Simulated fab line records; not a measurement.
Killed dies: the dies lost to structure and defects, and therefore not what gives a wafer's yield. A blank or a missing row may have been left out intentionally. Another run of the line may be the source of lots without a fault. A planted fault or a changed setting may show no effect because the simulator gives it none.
fab line records -- flow rit-cmos
[record] lots = 6, wafers = 18, last-day = 7
route steps=202 shown GATE@75 FOX2@80 M1@202
lots that met no fault: taken from a fault-free run of the same line
start-h: hours from the record's opening day to when the first of the lot's shown wafers began -- wait-h: hours since the lot's step before -- " unchanged from the row above -- L1.1+2: a single row standing in for several wafers -- - either no value or no given start -- * or withheld: withheld -- < > ~ a bound
route shown NAME@n: NAME is a module with steps in the file, n the number in the route of the first one -- usual: mean/standard deviation of fault-free wafers -- same: alike in all rows -- chamber/n: place in a boat -- sites: per-site readings -- _std_site: their standard deviation -- _edge_site: mean of outer sites minus mean of inner sites -- radius-mm: how far each site lies from the wafer's centre -- mask NAME#n: copy n -- behind: the tool/chamber that last shaped the wafer -- hold: why the lot was held/for how many hours/how that ended -- device: the n, p or np transistor that did not switch -- end of line: the tests these same wafers got at the end of their route -- step lacking rows: just its recipe -- killed: dies lost to structure and defects at the first sort, not the wafer's yield -- map: a wafer's dies, x killed, . not, _ none there
set.NAME: setting as actually run; set.NAME@STEP: the setting as run at that earlier step -- model.NAME: the simulator's own value behind a step, which no gauge read
a table for each step, a row for each wafer; lots at some steps of the route
services: a tool's chamber out of use, with start hour (start-h, from the record's first day; less than 0 if before it), hours out, and reason
[[steps]]
[step RIT_GATE_WET_ETCH_00]
[recipe] chemistry = BOE, target = SiO2, target-depth-nm = 56, time-s = 60, dry = n2-spin, dilution = 10:1, temp-c = 21.5
[step RIT_GATE_CLEAN_01]
[recipe] chemistry = SC1, mix = 3:3:50, time-s = 600, temp-c = 75
[step RIT_GATE_CLEAN_02]
[recipe] chemistry = dHF, dilution = 50:1, time-s = 30
[step RIT_GATE_CLEAN_03]
[recipe] chemistry = SC2, mix = 3:3:50, time-s = 600, temp-c = 75, dry = n2-spin
[step RIT_GATE_CLEAN_04]
[recipe] chemistry = dHF, dilution = 50:1, time-s = 60, dry = n2-spin
[step RIT_FOX2_THK_MEAS_91]
[recipe] reads = SiO2_of_FOX2_OXIDATION_00
[usual] FIELD_OXIDE_LEFT_2_THK = 256/7.9
lot.wafer,tool,chamber,start-h,wait-h,FIELD_OXIDE_LEFT_2_THK[nm]
L726.1,film-metro-03,-,64.15,0.0,257
L726.3,film-metro-03,-,64.15,0.0,262
L726.4,film-metro-03,-,64.15,0.0,255
L727.2,film-metro-01,-,70.76,0.0,257
L727.3,film-metro-01,-,70.76,0.0,248
L727.4,film-metro-01,-,70.76,0.0,256
L731.1,film-metro-04,-,88.65,0.0,253
L731.3,film-metro-04,-,88.65,0.0,252
L731.4,film-metro-04,-,88.65,0.0,256
L740.2,film-metro-01,-,132.58,0.0,254
L740.4,film-metro-01,-,132.58,0.0,251
L740.6,film-metro-01,-,132.58,0.0,254
L742.1,film-metro-04,-,141.46,0.0,252
L742.2,film-metro-04,-,141.46,0.0,256
L742.3,film-metro-04,-,141.46,0.0,262
L743.1,film-metro-04,-,147.17,0.0,265
L743.3,film-metro-04,-,147.17,0.0,262
L743.6,film-metro-04,-,147.17,0.0,255
[step RIT_GATE_OXIDATION_05]
[recipe] temp-c = 900, ambient = O2, target-thk-a = 30, ox-time-s = 270
[step RIT_GATE_ANNEAL_06]
[recipe] temp-c = 900, time-s = 600, ambient = N2O
[step RIT_GATE_THK_MEAS_07]
[recipe] reads = SiO2_of_GATE_OXIDATION_05
[usual] GATE_OXIDE_THK = 3.04/0.078
lot.wafer,tool,chamber,start-h,wait-h,GATE_OXIDE_THK[nm]
L726.1,film-metro-01,-,66.87,0.0,3.02
L726.3,film-metro-01,-,66.87,0.0,3.02
L726.4,film-metro-01,-,66.87,0.0,3.08
L727.2,film-metro-03,-,73.57,0.0,3.00
L727.3,film-metro-03,-,73.57,0.0,3.03
L727.4,film-metro-03,-,73.57,0.0,3.08
L731.1,film-metro-04,-,90.04,0.0,3.00
L731.3,film-metro-04,-,90.04,0.0,2.94
L731.4,film-metro-04,-,90.04,0.0,3.08
L740.2,film-metro-01,-,136.61,0.0,2.84
L740.4,film-metro-01,-,136.61,0.0,2.86
L740.6,film-metro-01,-,136.61,0.0,2.90
L742.1,film-metro-04,-,144.15,0.0,3.07
L742.2,film-metro-04,-,144.15,0.0,3.06
L742.3,film-metro-04,-,144.15,0.0,3.09
L743.1,film-metro-01,-,148.55,0.0,3.11
L743.3,film-metro-01,-,148.55,0.0,3.13
L743.6,film-metro-01,-,148.55,0.0,3.06
[step RIT_GATE_CVD_08]
[recipe] material = poly-Si, target-thk-nm = 250, temp-c = 610, precursor = SiH4, time-s = 2220, pressure-mtorr = 300, sih4-flow-sccm = 100
[step RIT_GATE_THK_MEAS_09]
[recipe] reads = poly-Si_of_GATE_CVD_08
[usual] GATE_POLY_THK = 251.2/2.2
lot.wafer,tool,chamber,start-h,wait-h,GATE_POLY_THK[nm]
L726.1,film-metro-04,-,68.55,0.0,251.5
L726.3,film-metro-04,-,68.55,0.0,252.6
L726.4,film-metro-04,-,68.55,0.0,250.9
L727.2,film-metro-03,-,75.25,0.0,255.1
L727.3,film-metro-03,-,75.25,0.0,256.1
L727.4,film-metro-03,-,75.25,0.0,254.6
L731.1,film-metro-04,-,91.72,0.0,252.7
L731.3,film-metro-04,-,91.72,0.0,250.4
L731.4,film-metro-04,-,91.72,0.0,251.0
L740.2,film-metro-01,-,138.28,0.0,252.5
L740.4,film-metro-01,-,138.28,0.0,253.2
L740.6,film-metro-01,-,138.28,0.0,251.6
L742.1,film-metro-01,-,145.83,0.0,252.0
L742.2,film-metro-01,-,145.83,0.0,254.1
L742.3,film-metro-01,-,145.83,0.0,251.5
L743.1,film-metro-04,-,150.23,0.0,253.8
L743.3,film-metro-04,-,150.23,0.0,251.7
L743.6,film-metro-04,-,150.23,0.0,252.1
[step RIT_GATE_HMDS_10]
[recipe] prime-time-s = 60, prime-temp-c = 140
[step RIT_GATE_COAT_11]
[recipe] resist = NOVOLAK, spin-rpm = 4250, resist-thk-nm = 850
[usual] dispense-pressure-kPa = 48/3.7, spin-speed-rpm = 4250/3.1
lot.wafer,tool,chamber,start-h,wait-h,dispense-pressure-kPa,spin-speed-rpm,model.NOVOLAK_of_GATE_COAT_11.thk-nm
L726.1,litho-track-02,0,68.76,0.1,46,4248,844.8
L726.3,litho-track-02,0,68.76,0.1,46,4251,843
L726.4,litho-track-02,0,68.76,0.1,46,4249,845.3
L727.2,litho-track-04,0,75.47,0.1,46,4248,850.4
L727.3,litho-track-04,0,75.47,0.1,46,4246,851.2
L727.4,litho-track-04,0,75.47,0.1,46,4251,851.1
L731.1,litho-track-03,0,91.93,0.1,54,4251,852.6
L731.3,litho-track-03,0,91.93,0.1,54,4251,854.6
L731.4,litho-track-03,0,91.93,0.1,54,4249,852.9
L740.2,litho-track-04,0,138.51,0.1,46,4255,844.3
L740.4,litho-track-04,0,138.51,0.1,46,4253,843
L740.6,litho-track-04,0,138.51,0.1,46,4253,847.2
L742.1,litho-track-02,0,146.04,0.1,46,4092,865.7
L742.2,litho-track-02,0,146.04,0.1,46,4090,865.5
L742.3,litho-track-02,0,146.04,0.1,46,4083,865.9
L743.1,litho-track-02,0,150.44,0.1,46,4085,858.9
L743.3,litho-track-02,0,150.44,0.1,46,4084,861.9
L743.6,litho-track-02,0,150.44,0.1,46,4091,864
[step RIT_GATE_SOFTBAKE_12]
[recipe] resist = NOVOLAK, temp-c = 90, time-s = 60
[step RIT_GATE_EXPOSE_13]
[recipe] mask-id = M6, na = 0.6, source-shape = conventional, sigma-outer = 0.6, target-cd-nm = 150, dose-mj = 380
[step RIT_GATE_PEB_14]
[recipe] resist = NOVOLAK, temp-c = withheld, time-s = withheld
[step RIT_GATE_DEVELOP_15]
[recipe] resist = NOVOLAK, develop-time-s = 50, dev-temp-c = 23
[step RIT_GATE_CD_MEAS_16]
[recipe] target-cd-nm = 150
[usual] cd-nm = 150.3/2.8
lot.wafer,tool,chamber,start-h,wait-h,cd-nm
L726.1,cd-sem-02,-,69.58,-,152.5
L726.3,cd-sem-02,-,69.58,-,154.7
L726.4,cd-sem-02,-,69.58,-,152.0
L727.2,cd-sem-02,-,76.17,-,149.9
L727.3,cd-sem-02,-,76.17,-,150.5
L727.4,cd-sem-02,-,76.17,-,152.1
L731.1,cd-sem-01,-,92.63,-,151.3
L731.3,cd-sem-01,-,92.63,-,151.7
L731.4,cd-sem-01,-,92.63,-,153.0
L740.2,cd-sem-02,-,139.20,-,149.7
L740.4,cd-sem-02,-,139.20,-,152.2
L740.6,cd-sem-02,-,139.20,-,151.5
L742.1,cd-sem-01,-,146.86,-,152.3
L742.2,cd-sem-01,-,146.86,-,151.9
L742.3,cd-sem-01,-,146.86,-,151.8
L743.1,cd-sem-02,-,151.28,-,153.2
L743.3,cd-sem-02,-,151.28,-,154.0
L743.6,cd-sem-02,-,151.28,-,152.8
[step RIT_GATE_OVL_MEAS_17]
[usual] GATE_OVL = -0.1/1.7
lot.wafer,tool,chamber,start-h,wait-h,GATE_OVL[nm]
L726.1,overlay-01,-,69.70,0.1,-1.0
L726.3,overlay-01,-,69.70,0.1,-1.2
L726.4,overlay-01,-,69.70,0.1,1.1
L727.2,overlay-02,-,76.27,0.1,1.3
L727.3,overlay-02,-,76.27,0.1,2.9
L727.4,overlay-02,-,76.27,0.1,2.4
L731.1,overlay-01,-,92.75,0.1,-5.2
L731.3,overlay-01,-,92.75,0.1,-2.1
L731.4,overlay-01,-,92.75,0.1,-1.8
L740.2,overlay-01,-,139.31,0.1,0.8
L740.4,overlay-01,-,139.31,0.1,0.4
L740.6,overlay-01,-,139.31,0.1,0.4
L742.1,overlay-02,-,146.98,0.1,0.4
L742.2,overlay-02,-,146.98,0.1,-2.5
L742.3,overlay-02,-,146.98,0.1,-2.8
L743.1,overlay-02,-,151.40,0.1,3.4
L743.3,overlay-02,-,151.40,0.1,2.3
L743.6,overlay-02,-,151.40,0.1,2.8
[step RIT_GATE_HARDBAKE_18]
[recipe] resist = NOVOLAK, temp-c = 140, time-s = 60
[step RIT_GATE_ETCH_19]
[recipe] chemistry = SF6/CHF3/O2, time-s = 165, SF6_flow_sccm = 30, CHF3_flow_sccm = 30, O2_flow_sccm = 5, target = poly-Si, pressure-mtorr = 40, rf-w = 160, target-depth-a = 3125, over-etch-frac = 0.25, stop-on = SiO2
[usual] O2_flow_sccm = 5.000/0.015, drypump-motor-current-A = 5.4/0.43, oes-product-au = 0.859/0.0098, throttle-valve-pct = 10.25/0.12
lot.wafer,tool,chamber,start-h,wait-h,O2_flow_sccm,drypump-motor-current-A,oes-product-au,rf-hours-counter-h,throttle-valve-pct,model.NOVOLAK_of_GATE_COAT_11.thk-nm
L726.1,rie-si-02,2,69.89,0.1,5.010,5.7,0.856,54,10.39,667.6
L726.3,rie-si-02,1,69.89,0.1,5.012,5.1,0.870,50,10.44,665.1
L726.4,rie-si-02,0,69.89,0.1,4.971,5.8,0.851,154,10.00,664.6
L727.2,rie-si-01,0,76.45,0.1,5.019,5.3,0.871,101,10.26,672.3
L727.3,rie-si-01,3,76.45,0.1,4.999,6.1,0.864,1,10.13,670.5
L727.4,rie-si-01,2,76.45,0.1,5.015,5.3,0.864,1,10.25,672.8
L731.1,rie-si-01,3,92.93,0.1,5.011,6.1,0.855,1,10.13,672
L731.3,rie-si-01,1,92.93,0.1,4.992,5.6,0.870,28,10.26,674.1
L731.4,rie-si-01,0,92.93,0.1,4.974,5.3,0.862,102,10.26,675.8
L740.2,rie-si-02,1,139.49,0.1,5.000,5.1,0.861,51,10.42,667
L740.4,rie-si-02,2,139.49,0.1,5.002,5.7,0.872,55,10.39,667.3
L740.6,rie-si-02,2,139.49,0.1,5.006,5.7,0.863,-,10.40,670.6
L742.1,rie-si-02,0,147.17,0.1,5.019,5.8,0.856,0,10.02,685.6
L742.2,rie-si-02,1,147.17,0.1,4.994,5.1,0.870,51,10.44,685.2
L742.3,rie-si-02,2,147.17,0.1,5.003,5.7,0.851,55,10.40,687.3
L743.1,rie-si-01,1,151.64,0.1,5.027,5.6,0.882,29,10.27,678.2
L743.3,rie-si-01,0,151.64,0.1,4.980,5.3,0.862,102,10.26,684.1
L743.6,rie-si-01,2,151.64,0.1,5.019,5.3,0.855,-,10.24,684.4
[step RIT_GATE_STRIP_20]
[recipe] chemistry = O2, time-s = 180, resist = NOVOLAK, platen-temp-c = withheld, power-w = 500, pressure-mtorr = 4000, o2-flow-sccm = 4000
[usual] drypump-motor-current-A = 6.0/0.57
lot.wafer,tool,chamber,start-h,wait-h,drypump-motor-current-A,rf-hours-counter-h
L726.1,plasma-asher-04,1,70.00,0.1,6.6,28
L726.3,plasma-asher-04,1,70.00,0.1,6.6,-
L726.4,plasma-asher-04,0,70.00,0.1,5.9,-
L727.2,plasma-asher-02,1,76.56,0.1,4.9,40
L727.3,plasma-asher-02,0,76.56,0.1,6.8,-
L727.4,plasma-asher-02,1,76.56,0.1,5.0,-
L731.1,plasma-asher-02,1,93.04,0.1,5.0,42
L731.3,plasma-asher-02,0,93.04,0.1,6.8,-
L731.4,plasma-asher-02,1,93.04,0.1,5.0,-
L740.2,plasma-asher-01,0,139.60,0.1,6.1,49
L740.4,plasma-asher-01,0,139.60,0.1,6.1,-
L740.6,plasma-asher-01,1,139.60,0.1,6.0,-
L742.1,plasma-asher-04,1,147.28,0.1,6.5,35
L742.2,plasma-asher-04,0,147.28,0.1,5.9,35
L742.3,plasma-asher-04,0,147.28,0.1,5.9,-
L743.1,plasma-asher-01,1,151.75,0.1,6.0,50
L743.3,plasma-asher-01,1,151.75,0.1,6.0,-
L743.6,plasma-asher-01,0,151.75,0.1,6.1,-
[step RIT_M1_PROBE_99]
[usual] killed-at-contacts = 0.1/0.28, killed-at-front-end = 6.5/3, killed-dies = 7/3, killed-on-rim = 1.8/1.5, killed-open = 3.2/2, killed-short = 3.2/1.9
[same] gross-dies = 264, killed_at_M0_to_M3 = 0, killed_at_M4_up = 0, killed-at-back-side = 0, killed-at-other = 0
lot.wafer,tool,chamber,start-h,wait-h,killed-at-contacts,killed-at-front-end,killed-dies,killed-on-rim,killed-open,killed-short
L726.1,prober-01,-,90.33,0.1,0,6,6,1,3,3
L726.3,prober-01,-,90.43,0.2,0,8,8,1,4,4
L726.4,prober-01,-,90.48,0.2,0,9,9,4,4,5
L727.2,prober-02,-,97.64,0.1,0,12,12,5,4,8
L727.3,prober-02,-,97.69,0.2,0,7,7,2,3,4
L727.4,prober-02,-,97.74,0.2,0,7,7,1,4,3
L731.1,prober-02,-,112.85,0.1,0,6,6,1,4,2
L731.3,prober-02,-,112.95,0.2,0,11,11,3,9,2
L731.4,prober-02,-,113.00,0.2,1,8,9,5,7,2
L740.2,prober-01,-,160.11,0.1,0,3,3,0,0,3
L740.4,prober-01,-,160.21,0.2,1,4,5,2,0,5
L740.6,prober-01,-,160.31,0.2,0,10,10,4,7,3
L742.1,prober-01,-,167.38,0.1,0,8,8,3,4,3
L742.2,prober-01,-,167.43,0.1,0,12,12,4,5,6
L742.3,prober-01,-,167.48,0.2,0,6,6,0,2,4
L743.1,prober-02,-,171.41,0.1,0,6,6,1,4,2
L743.3,prober-02,-,171.51,0.2,0,14,14,6,10,4
L743.6,prober-02,-,171.66,0.2,0,4,4,1,3,1
// killed by level:class
L726.1 GATE:geometric-particle:open=2 GATE:geometric-particle:short=2 FOX1:geometric-particle:open=1 SILICIDE:geometric-particle:short=1
L726.3 FOX2:geometric-particle:open=2 GATE:geometric-particle:short=2 SILICIDE:geometric-particle:short=2 GATE:geometric-particle:open=1 SPACER:geometric-particle:open=1
L726.4 GATE:geometric-particle:short=4 GATE:geometric-particle:open=3 SPACER:geometric-particle:open=1 SPACER:geometric-particle:short=1
L727.2 GATE:geometric-particle:open=3 REOX:geometric-particle:short=3 GATE:geometric-particle:short=2 ACTIVE:geometric-particle:short=1 FOX2:geometric-particle:short=1 FOX2:geometric-particle:open=1 SILICIDE:geometric-particle:short=1
L727.3 GATE:geometric-particle:short=3 REOX:geometric-particle:open=2 FOX1:geometric-particle:open=1 REOX:geometric-particle:short=1
L727.4 REOX:geometric-particle:open=3 GATE:geometric-particle:short=2 FOX1:geometric-particle:short=1 FOX1:geometric-particle:open=1
L731.1 GATE:geometric-particle:open=3 FOX2:geometric-particle:short=1 REOX:geometric-particle:short=1 SILICIDE:geometric-particle:open=1
L731.3 GATE:geometric-particle:open=5 REOX:geometric-particle:open=2 FOX1:geometric-particle:open=1 GATE:geometric-particle:short=1 SPACER:geometric-particle:open=1 SILICIDE:geometric-particle:short=1
L731.4 SPACER:geometric-particle:open=2 SILICIDE:geometric-particle:open=2 FOX1:geometric-particle:short=1 FOX1:geometric-particle:open=1 GATE:geometric-particle:short=1 GATE:geometric-particle:open=1 CONTACT:geometric-particle:open=1
L740.2 REOX:geometric-particle:short=2 FOX1:geometric-particle:short=1
L740.4 GATE:geometric-particle:short=2 FOX1:geometric-particle:short=1 SPACER:geometric-particle:short=1 CONTACT:geometric-particle:short=1
L740.6 GATE:geometric-particle:open=3 FOX1:geometric-particle:open=2 GATE:geometric-particle:short=2 SPACER:geometric-particle:open=2 SPACER:geometric-particle:short=1
L742.1 GATE:geometric-particle:short=2 GATE:geometric-particle:open=2 FOX1:geometric-particle:open=1 FOX2:geometric-particle:short=1 SILICIDE:geometric-particle:open=1 ACTIVE:coat-microbubble-printed=1
L742.2 GATE:geometric-particle:short=4 GATE:geometric-particle:open=3 REOX:geometric-particle:short=2 FOX1:geometric-particle:open=1 SILICIDE:geometric-particle:open=1 ACTIVE:coat-microbubble-printed=1
L742.3 GATE:geometric-particle:open=2 FOX1:geometric-particle:short=1 FOX2:geometric-particle:short=1 GATE:geometric-particle:short=1 SPACER:geometric-particle:short=1
L743.1 GATE:geometric-particle:open=3 GATE:geometric-particle:short=2 FOX2:geometric-particle:open=1
L743.3 REOX:geometric-particle:open=4 FOX2:geometric-particle:open=3 FOX1:geometric-particle:short=2 GATE:geometric-particle:open=2 GATE:geometric-particle:short=2 SPACER:geometric-particle:open=1
L743.6 GATE:geometric-particle:open=2 GATE:geometric-particle:short=1 SPACER:geometric-particle:open=1
[[services]]
tool,chamber,start-h,hours,kind
plasma-asher-02,-,50.39,3.1,repair
plasma-asher-04,-,78.37,17.6,repair
rie-si-02,0,93.54,-,clean
rie-si-02,0,93.54,16.8,scheduled-down
rie-si-02,0,93.54,16.8,vent-cycle
rie-si-01,1,95.63,3.2,repair
plasma-asher-02,-,111.69,0.8,repair
plasma-asher-01,-,122.12,4.2,pm
rie-si-01,0,126.56,5.2,repair
rie-si-01,-,142.96,2.8,pm
[[key]]
[first-sign] step = RIT_GATE_COAT_11, reading = spin-speed-rpm, direction = down, sigmas = 52, usual = 4250, struck = 4088
effect none on later readings
[model-effect] step = RIT_GATE_COAT_11, value = NOVOLAK_of_GATE_COAT_11.thk-nm, without = 846.9, struck = 863.7
[model-effect] step = RIT_GATE_ETCH_19, value = NOVOLAK_of_GATE_COAT_11.thk-nm, without = 669.5, struck = 684.1
met-at RIT_GATE_COAT_11
struck-wafers L742.1,L742.2,L742.3,L743.1,L743.3,L743.6
tester-left-out L742,L743
onset-between 68.76 146.04
[fault] kind = process-parameter-drift, tool = litho-track-02, chamber = -, onset-h = 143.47, steps = RIT_GATE_COAT_11, channel = spin-rpm, offset = -163.36, shape = step, end-h = 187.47, acts-in = these-recipes-only, stated = 4250
// tester-left-out: of these lots the tester's yield and bins aren't shown, on N5 and GAA mostly nor the transistor test; their killed dies are dies lost to structure and defects alone, not to doping, threshold or leakage, so they don't give the yield
